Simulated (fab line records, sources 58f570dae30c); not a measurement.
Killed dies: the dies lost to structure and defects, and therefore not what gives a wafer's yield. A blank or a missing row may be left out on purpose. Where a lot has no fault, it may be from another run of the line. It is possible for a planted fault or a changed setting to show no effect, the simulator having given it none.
A sampling plan put to the test    flow berkeley_cmos170    25 faults told of in these records, all on one fab line, each judged by the records of the lots it struck
What counts as the plan is the set of the line's own looks, namely the steps on the route at which a gauge or an inspection reads a wafer and does not change it. Where struck wafers have a number at a look and the file lists that look's usual mean and standard deviation on fault-free wafers, the look can be judged. Caught: the struck wafers' mean, at a look after the fault's first step, is 4 or more of those standard deviations (sigma) away from the usual mean. On the tool: the test repeated on the tool's own readings taken at the fault's steps. Caught also covers a different recipe on the struck wafers, or a record left blank for those wafers only.

## THE FAULTS, as the simulator had put them in
1. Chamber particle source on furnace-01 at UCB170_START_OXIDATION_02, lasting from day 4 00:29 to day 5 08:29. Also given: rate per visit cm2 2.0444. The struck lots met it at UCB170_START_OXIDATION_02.
2. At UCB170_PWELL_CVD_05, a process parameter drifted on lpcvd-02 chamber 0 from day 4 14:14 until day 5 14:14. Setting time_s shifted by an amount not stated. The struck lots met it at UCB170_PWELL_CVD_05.
3. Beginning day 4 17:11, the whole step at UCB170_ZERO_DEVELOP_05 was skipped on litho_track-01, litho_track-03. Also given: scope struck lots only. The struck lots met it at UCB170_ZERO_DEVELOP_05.
4. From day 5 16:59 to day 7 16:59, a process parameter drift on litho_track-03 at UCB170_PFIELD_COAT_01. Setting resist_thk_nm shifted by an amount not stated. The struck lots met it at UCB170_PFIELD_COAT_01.
5. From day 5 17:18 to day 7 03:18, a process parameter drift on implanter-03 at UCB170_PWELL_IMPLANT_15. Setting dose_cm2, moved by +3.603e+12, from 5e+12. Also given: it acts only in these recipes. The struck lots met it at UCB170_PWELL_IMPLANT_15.
6. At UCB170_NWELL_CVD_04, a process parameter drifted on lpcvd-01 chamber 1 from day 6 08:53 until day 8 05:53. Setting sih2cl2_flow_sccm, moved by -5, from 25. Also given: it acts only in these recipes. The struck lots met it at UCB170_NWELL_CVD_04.
7. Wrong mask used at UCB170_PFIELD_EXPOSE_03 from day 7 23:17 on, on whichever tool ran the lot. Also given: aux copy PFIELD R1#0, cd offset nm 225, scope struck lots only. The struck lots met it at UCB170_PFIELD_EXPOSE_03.
8. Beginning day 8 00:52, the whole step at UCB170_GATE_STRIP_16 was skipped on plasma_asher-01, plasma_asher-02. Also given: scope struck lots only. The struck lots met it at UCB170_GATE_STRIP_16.
9. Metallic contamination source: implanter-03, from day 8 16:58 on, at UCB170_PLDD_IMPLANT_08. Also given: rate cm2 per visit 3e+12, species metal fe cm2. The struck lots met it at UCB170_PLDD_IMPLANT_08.
10. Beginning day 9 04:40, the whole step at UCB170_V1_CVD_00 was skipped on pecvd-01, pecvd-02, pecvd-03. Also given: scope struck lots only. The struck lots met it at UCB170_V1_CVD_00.
11. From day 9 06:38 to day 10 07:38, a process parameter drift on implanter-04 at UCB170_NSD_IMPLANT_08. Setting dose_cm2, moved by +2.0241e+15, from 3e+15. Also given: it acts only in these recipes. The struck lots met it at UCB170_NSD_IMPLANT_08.
12. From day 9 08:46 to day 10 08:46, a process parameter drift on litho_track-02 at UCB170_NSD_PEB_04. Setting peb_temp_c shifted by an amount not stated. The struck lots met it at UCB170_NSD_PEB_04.
13. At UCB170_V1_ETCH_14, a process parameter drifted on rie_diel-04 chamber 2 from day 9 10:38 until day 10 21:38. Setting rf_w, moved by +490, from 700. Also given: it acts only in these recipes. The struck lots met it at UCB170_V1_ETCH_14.
14. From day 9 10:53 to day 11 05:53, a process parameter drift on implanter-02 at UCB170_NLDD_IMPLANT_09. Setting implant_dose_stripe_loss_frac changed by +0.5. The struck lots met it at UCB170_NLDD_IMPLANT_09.
15. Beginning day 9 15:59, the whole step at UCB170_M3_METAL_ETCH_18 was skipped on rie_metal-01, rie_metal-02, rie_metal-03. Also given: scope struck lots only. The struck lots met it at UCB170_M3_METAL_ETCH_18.
16. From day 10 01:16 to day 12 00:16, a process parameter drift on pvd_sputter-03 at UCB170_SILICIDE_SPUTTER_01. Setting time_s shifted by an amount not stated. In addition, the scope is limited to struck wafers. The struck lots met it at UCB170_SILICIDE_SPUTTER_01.
17. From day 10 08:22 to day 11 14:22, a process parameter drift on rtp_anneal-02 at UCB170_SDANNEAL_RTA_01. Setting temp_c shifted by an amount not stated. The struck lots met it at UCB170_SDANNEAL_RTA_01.
18. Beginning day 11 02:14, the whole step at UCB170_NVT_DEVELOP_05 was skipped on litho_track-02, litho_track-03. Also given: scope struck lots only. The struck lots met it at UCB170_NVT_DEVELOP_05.
19. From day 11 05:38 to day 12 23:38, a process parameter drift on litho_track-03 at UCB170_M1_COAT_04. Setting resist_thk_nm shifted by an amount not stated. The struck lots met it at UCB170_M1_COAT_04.
20. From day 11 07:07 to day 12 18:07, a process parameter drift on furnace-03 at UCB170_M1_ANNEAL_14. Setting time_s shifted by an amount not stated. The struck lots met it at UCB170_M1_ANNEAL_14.
21. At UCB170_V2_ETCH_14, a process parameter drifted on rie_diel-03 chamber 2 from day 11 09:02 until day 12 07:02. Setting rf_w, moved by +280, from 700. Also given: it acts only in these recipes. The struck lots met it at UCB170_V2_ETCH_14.
22. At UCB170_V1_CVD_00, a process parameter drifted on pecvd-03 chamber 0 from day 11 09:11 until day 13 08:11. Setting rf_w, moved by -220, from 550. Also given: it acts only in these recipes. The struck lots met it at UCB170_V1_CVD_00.
23. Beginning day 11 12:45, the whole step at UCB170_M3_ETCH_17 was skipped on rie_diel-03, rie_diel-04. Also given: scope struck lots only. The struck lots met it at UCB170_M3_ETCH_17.
24. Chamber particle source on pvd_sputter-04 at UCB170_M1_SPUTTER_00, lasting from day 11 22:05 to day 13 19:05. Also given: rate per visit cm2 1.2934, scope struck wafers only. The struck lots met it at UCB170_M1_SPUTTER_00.
25. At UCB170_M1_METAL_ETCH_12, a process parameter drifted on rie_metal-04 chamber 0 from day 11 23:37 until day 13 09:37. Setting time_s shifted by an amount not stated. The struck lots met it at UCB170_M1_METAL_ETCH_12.

## WHAT THE PLAN SAW
fault  on the tool itself                                first look that catches it                       reading, sigma                                    median hours from its first step to that look  hours from the fault's start to the first struck lot there  judged looks passed uncaught
1      under 2 sigma                                     not the one look that can be judged after it     -                                                 -                                              -                                                           1
2      under 2 sigma                                     UCB170_PWELL_THK_MEAS_06                         PWELL_NITRIDE_THK -57                             1.9                                            22                                                          0
3      the tool's record is blank for the struck wafers  no look after it can be judged                   -                                                 -                                              -                                                           0
4      under 2 sigma                                     none of the 3 looks that can be judged after it  -                                                 -                                              -                                                           3
5      dose_ions_cm2 +99 or beyond sigma                 UCB170_PWELL_TW_MEAS_17                          PWELL_TW +38                                      0.2                                            0                                                           0
6      sih2cl2_flow_sccm -68 sigma                       UCB170_NWELL_THK_MEAS_05                         NWELL_NITRIDE_THK -4.6                            1.9                                            7                                                           0
7      no reading that can be judged                     not the one look that can be judged after it     -                                                 -                                              -                                                           1
8      the tool's record is blank for the struck wafers  no look after it can be judged                   -                                                 -                                              -                                                           0
9      under 2 sigma                                     none of the 7 looks that can be judged after it  -                                                 -                                              -                                                           7
10     the tool's record is blank for the struck wafers  not the one look that can be judged after it     strongest: V1_BOW at UCB170_V1_BOW_MEAS_03, -3.4  -                                              -                                                           1
11     dose_ions_cm2 +99 or beyond sigma                 UCB170_SDANNEAL_RS_MEAS_03                       NSD_RS -76                                        2.7                                            11                                                          1
12     heater_power_total_W +26 sigma                    UCB170_NSD_CD_MEAS_06                            cd_nm +9.6                                        0.3                                            22                                                          0
13     rf_fwd_power_W +99 or beyond sigma                UCB170_V1_CD_MEAS_90                             cd_nm +7.6                                        0.3                                            6                                                           0
14     under 2 sigma                                     UCB170_SDANNEAL_RS_MEAS_05                       NLDD_RS +8.8                                      14.5                                           22                                                          1
15     the tool's record is blank for the struck wafers  no look after it can be judged                   -                                                 -                                              -                                                           0
16     under 2 sigma                                     UCB170_SILICIDE_RS_MEAS_02                       SILICIDE_TI_RS +74                                0.1                                            8                                                           0
17     under 2 sigma                                     UCB170_SDANNEAL_RS_MEAS_02                       PSD_RS +32                                        0.1                                            0                                                           0
18     no reading that can be judged                     no look after it can be judged                   -                                                 -                                              -                                                           0
19     under 2 sigma                                     UCB170_M1_CD_MEAS_09                             cd_nm -10                                         1.5                                            12                                                          0
20     no reading that can be judged                     none of the 8 looks that can be judged after it  -                                                 -                                              -                                                           8
21     rf_fwd_power_W +99 or beyond sigma                UCB170_V2_CD_MEAS_90                             cd_nm +4.7                                        0.3                                            19                                                          0
22     rf_fwd_power_W -99 or beyond sigma                UCB170_V1_THK_MEAS_01                            V1_TEOS_THK -10                                   0.1                                            12                                                          0
23     the tool's record is blank for the struck wafers  no look after it can be judged                   -                                                 -                                              -                                                           0
24     under 2 sigma                                     not the one look that can be judged after it     -                                                 -                                              -                                                           1
25     run_length_s -37 sigma                            no look after it can be judged                   -                                                 -                                              -                                                           0
A dash: the fault isn't caught, or these records don't give the number.

Caught at a look: 12 of 25. Caught on the tool: 13 of 25. By one or the other: 18 of 25.
Faults 3, 8, 10, 15, 23, 25 were caught on the tool alone.
Caught at a look alone: faults 2, 14, 16, 17, 19.
Caught by neither: faults 1, 4, 7, 9, 18, 20, 24.

## THINNER SAMPLING
If the look that catches a fault measured only every second or every third lot, by lot number, the first struck lot would be measured this late in the worst case:
fault  struck lots at that look, in order of time  every lot  every second lot  every third lot
2      L145                                        22 h       may miss it       may miss it
5      L676, L677, L681                            0 h        0 h               23 h
6      L849                                        7 h        may miss it       may miss it
11     L606, L611                                  11 h       28 h              may miss all 2
12     L230, L229                                  22 h       22 h              may miss all 2
13     L691, L694                                  6 h        21 h              may miss all 2
14     L490, L488, L493                            22 h       45 h              may miss all 3
16     L241, L246                                  8 h        31 h              may miss all 2
17     L164, L165                                  0 h        23 h              may miss all 2
19     L100, L104                                  12 h       may miss all 2    may miss all 2
21     L445                                        19 h       may miss it       may miss it
22     L744, L746                                  12 h       may miss all 2    may miss all 2
Hours are from the fault's start to the first struck lot that is measured. 4 sigma limit: tested on the pooled struck wafers, so a lone lot may be under it. Other struck lots may not be in these records.

## THE LONGEST TIMED WAY FROM STEP TO LOOK
Fault 14: the median time between UCB170_NLDD_IMPLANT_09 and UCB170_SDANNEAL_RS_MEAS_05 is 14.5 hours. The look between them that can be judged stayed within 4 sigma: UCB170_PSD_OVL_MEAS_07.
